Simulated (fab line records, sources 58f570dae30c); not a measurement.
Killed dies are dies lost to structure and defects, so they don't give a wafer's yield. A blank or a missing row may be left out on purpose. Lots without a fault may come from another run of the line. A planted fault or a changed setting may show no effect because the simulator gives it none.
Which tool did it? | flow berkeley_cmos170 | 14 lots, 42 wafers sampled, at 6 steps of a route of 331

WHAT THE GAUGES READ, wafer by wafer
UCB170_CONTACT_OVL_MEAS_16.
lot  | measured     | on         | CONTACT_OVL (nm)
L781 | day 7 06:14  | overlay-01 | 0 11 5
L783 | day 7 07:04  | overlay-01 | 3 6 4
L784 | day 7 11:07  | overlay-01 | 6 8 11
L786 | day 7 19:35  | overlay-02 | 11 7 4
L785 | day 7 19:50  | overlay-01 | 13 7 17
L788 | day 8 06:40  | overlay-01 | -3 0 4
L787 | day 8 06:19  | overlay-01 | 9 11 5
L790 | day 9 01:22  | overlay-01 | 0 0 3
L789 | day 9 01:15  | overlay-02 | 18 11 4
L792 | day 9 06:30  | overlay-02 | 9 8 5
L793 | day 9 06:38  | overlay-02 | 6 11 10
L791 | day 9 05:41  | overlay-01 | 6 2 -2
L795 | day 10 01:03 | overlay-02 | 5 6 2
L798 | day 10 15:46 | overlay-01 | -3 1 -1

UCB170_M1_RS_MEAS_01: measures by four-point-probe.
lot  | measured     | on            | M1_AL_RS (ohm/sq)
L781 | day 7 06:55  | film_metro-02 | 0.0485 0.0487 0.0492
L783 | day 7 08:02  | film_metro-02 | 0.0474 0.0481 0.0487
L784 | day 7 11:46  | film_metro-03 | 0.0488 0.0493 0.0483
L786 | day 7 20:16  | film_metro-02 | 0.0494 0.0494 0.0498
L785 | day 7 20:29  | film_metro-03 | 0.0496 0.0495 0.0494
L788 | day 8 07:21  | film_metro-02 | 0.0488 0.0493 0.0496
L787 | day 8 06:59  | film_metro-03 | 0.0487 0.0500 0.0485
L790 | day 9 04:11  | film_metro-04 | 0.0485 0.0485 0.0487
L789 | day 9 02:00  | film_metro-02 | 0.0486 0.0489 0.0476
L792 | day 9 07:10  | film_metro-03 | 0.0490 0.0486 0.0483
L793 | day 9 07:32  | film_metro-03 | 0.0489 0.0488 0.0498
L791 | day 9 06:20  | film_metro-02 | 0.0480 0.0496 0.0481
L795 | day 10 01:43 | film_metro-04 | 0.0539 0.0535 0.0529
L798 | day 10 16:25 | film_metro-04 | 0.0540 0.0542 0.0546

UCB170_M1_THK_MEAS_02: measures by xrf.
lot  | measured     | on            | M1_AL_THK (nm)
L781 | day 7 07:01  | film_metro-02 | 606 604 593
L783 | day 7 08:10  | film_metro-02 | 614 609 598
L784 | day 7 11:53  | film_metro-03 | 596 592 602
L786 | day 7 20:23  | film_metro-02 | 591 592 590
L785 | day 7 20:37  | film_metro-03 | 586 587 589
L788 | day 8 07:28  | film_metro-02 | 593 586 587
L787 | day 8 07:06  | film_metro-03 | 596 581 600
L790 | day 9 04:19  | film_metro-04 | 607 602 607
L789 | day 9 02:07  | film_metro-02 | 597 594 613
L792 | day 9 07:17  | film_metro-03 | 592 596 602
L793 | day 9 07:39  | film_metro-03 | 593 597 585
L791 | day 9 06:28  | film_metro-02 | 607 590 602
L795 | day 10 01:50 | film_metro-04 | 542 549 553
L798 | day 10 16:32 | film_metro-04 | 539 538 532

WHICH TOOL RAN EACH LOT (tool, then ch and the chambers of the sampled wafers, then the start)
lot  | UCB170_PLDD_STRIP_10                | UCB170_NSD_STRIP_09                  | UCB170_M1_SPUTTER_00
L781 | plasma_asher-04 ch 0,1, day 6 14:17 | plasma_asher-01 ch 0,1, day 7 00:27  | pvd_sputter-04, day 7 06:49
L783 | plasma_asher-02 ch 0,1, day 6 16:48 | plasma_asher-04 ch 0,1, day 7 00:31  | pvd_sputter-01, day 7 07:59
L784 | plasma_asher-04 ch 0,1, day 6 19:09 | plasma_asher-01 ch 1, day 7 05:04    | pvd_sputter-04, day 7 11:43
L786 | plasma_asher-02 ch 0,1, day 7 03:25 | plasma_asher-01 ch 0,1, day 7 12:53  | pvd_sputter-02, day 7 20:11
L785 | plasma_asher-04 ch 0, day 7 05:14   | plasma_asher-04 ch 1, day 7 13:02    | pvd_sputter-04, day 7 20:25
L788 | plasma_asher-01 ch 0,1, day 7 08:46 | plasma_asher-01 ch 0,1, day 7 22:24  | pvd_sputter-01, day 8 07:16
L787 | plasma_asher-04 ch 0,1, day 7 08:56 | plasma_asher-04 ch 0,1, day 7 21:34  | pvd_sputter-02, day 8 06:55
L790 | plasma_asher-01 ch 0,1, day 8 05:02 | plasma_asher-03 ch 0,1, day 8 16:04  | pvd_sputter-01, day 9 04:08
L789 | plasma_asher-02 ch 0,1, day 8 05:19 | plasma_asher-03 ch 0,1, day 8 16:29  | pvd_sputter-04, day 9 01:56
L792 | plasma_asher-02 ch 0, day 8 09:23   | plasma_asher-01 ch 0,1, day 8 21:10  | pvd_sputter-04, day 9 07:06
L793 | plasma_asher-02 ch 1, day 8 09:40   | plasma_asher-03 ch 0, day 8 21:17    | pvd_sputter-01, day 9 07:27
L791 | plasma_asher-01 ch 0,1, day 8 09:56 | plasma_asher-04 ch 0,1, day 8 21:31  | pvd_sputter-02, day 9 06:17
L795 | plasma_asher-01 ch 0,1, day 9 06:52 | plasma_asher-03 ch 0,1, day 9 17:01  | pvd_sputter-01, day 10 01:39
L798 | plasma_asher-04 ch 0,1, day 9 23:44 | plasma_asher-01 ch 0,1, day 10 09:08 | pvd_sputter-01, day 10 16:22
- UCB170_PLDD_STRIP_10: strips in O2.
- UCB170_NSD_STRIP_09: strips in O2.
- UCB170_M1_SPUTTER_00: material Al, target thk 600 nm, time 80 s.

WHAT THE TOOLS THEMSELVES READ (means of the sampled wafers that have a number; where no wafer has one, the mark that the record gives instead)
UCB170_PLDD_STRIP_10.
lot  | tool            | drypump_motor_current_A (A) | oes_product_au (a.u.) | strip_time_to_endpoint_s (s)
L781 | plasma_asher-04 | 6.02                        | 0.736                 | 21.74
L783 | plasma_asher-02 | 5.52                        | 0.733                 | 21.57
L784 | plasma_asher-04 | 6.02                        | 0.735                 | 21.80
L786 | plasma_asher-02 | 5.67                        | 0.730                 | 21.73
L785 | plasma_asher-04 | 5.90                        | 0.734                 | 21.52
L788 | plasma_asher-01 | 5.49                        | 0.735                 | 21.65
L787 | plasma_asher-04 | 5.96                        | 0.733                 | 21.77
L790 | plasma_asher-01 | 5.47                        | 0.734                 | 21.59
L789 | plasma_asher-02 | 5.53                        | 0.733                 | 21.73
L792 | plasma_asher-02 | 5.39                        | 0.735                 | 21.67
L793 | plasma_asher-02 | 5.83                        | 0.735                 | 21.80
L791 | plasma_asher-01 | 5.48                        | 0.735                 | 21.64
L795 | plasma_asher-01 | 5.48                        | 0.734                 | 21.55
L798 | plasma_asher-04 | 5.96                        | 0.731                 | 21.73

UCB170_NSD_STRIP_09.
lot  | tool            | drypump_motor_current_A (A) | oes_product_au (a.u.) | strip_time_to_endpoint_s (s)
L781 | plasma_asher-01 | 5.52                        | 0.534                 | 35.85
L783 | plasma_asher-04 | 6.01                        | 0.539                 | 35.95
L784 | plasma_asher-01 | 5.43                        | 0.538                 | 35.93
L786 | plasma_asher-01 | 5.51                        | 0.536                 | 35.99
L785 | plasma_asher-04 | 6.10                        | 0.534                 | 35.78
L788 | plasma_asher-01 | 5.52                        | 0.532                 | 35.94
L787 | plasma_asher-04 | 5.96                        | 0.531                 | 35.81
L790 | plasma_asher-03 | 5.81                        | 0.532                 | 35.84
L789 | plasma_asher-03 | 5.82                        | 0.535                 | 35.97
L792 | plasma_asher-01 | 5.48                        | 0.535                 | 35.64
L793 | plasma_asher-03 | 5.92                        | 0.533                 | 35.90
L791 | plasma_asher-04 | 5.97                        | 0.533                 | 35.86
L795 | plasma_asher-03 | 5.73                        | 0.530                 | 35.69
L798 | plasma_asher-01 | 5.47                        | 0.537                 | 35.81

UCB170_M1_SPUTTER_00.
lot  | tool           | throttle_valve_pct (%)
L781 | pvd_sputter-04 | 31.1
L783 | pvd_sputter-01 | 30.5
L784 | pvd_sputter-04 | 30.9
L786 | pvd_sputter-02 | 30.4
L785 | pvd_sputter-04 | 30.8
L788 | pvd_sputter-01 | 30.3
L787 | pvd_sputter-02 | 30.4
L790 | pvd_sputter-01 | 30.3
L789 | pvd_sputter-04 | 31.4
L792 | pvd_sputter-04 | 31.0
L793 | pvd_sputter-01 | 30.4
L791 | pvd_sputter-02 | 30.2
L795 | pvd_sputter-01 | 30.2
L798 | pvd_sputter-01 | 30.3

THE ANSWER, worked out from the rows above alone
Rule: what is usual is taken from the lots themselves. Put in order of their means at a reading, lots are off if they are a third of the lots or fewer, leave a main group of 4 or more, and stand apart from it by a gap of 3 or more times the standard deviation of the main group's means; of several such gaps the widest counts. A main group whose means are all the same, to the digits that the tables above print for the reading, isn't used. A lot without any number at a reading at which 4 lots or more have one is off too. The other lots that the step has rows for count as sound. The gauges are gone through in route order, then the tools' own readings, and for those a lot's mean is taken as printed above. The first step at which some lot is off is used, and at that step the reading that is off furthest; a lot without a number counts as furthest.
Off: L795, L798, at UCB170_M1_RS_MEAS_01 (M1_AL_RS). The main group: mean 0.0489 ohm/sq, standard deviation 0.00043.
A tool fits if, at a process step before that reading, it ran every lot that is off, and no sound lot after the first of them. The gauges at UCB170_M1_RS_MEAS_01 are tried like those tools. Can't be told from this: 2 tools fit, pvd_sputter-01 at UCB170_M1_SPUTTER_00, film_metro-04 at UCB170_M1_RS_MEAS_01.

WHAT THE SIMULATOR HAD PUT IN
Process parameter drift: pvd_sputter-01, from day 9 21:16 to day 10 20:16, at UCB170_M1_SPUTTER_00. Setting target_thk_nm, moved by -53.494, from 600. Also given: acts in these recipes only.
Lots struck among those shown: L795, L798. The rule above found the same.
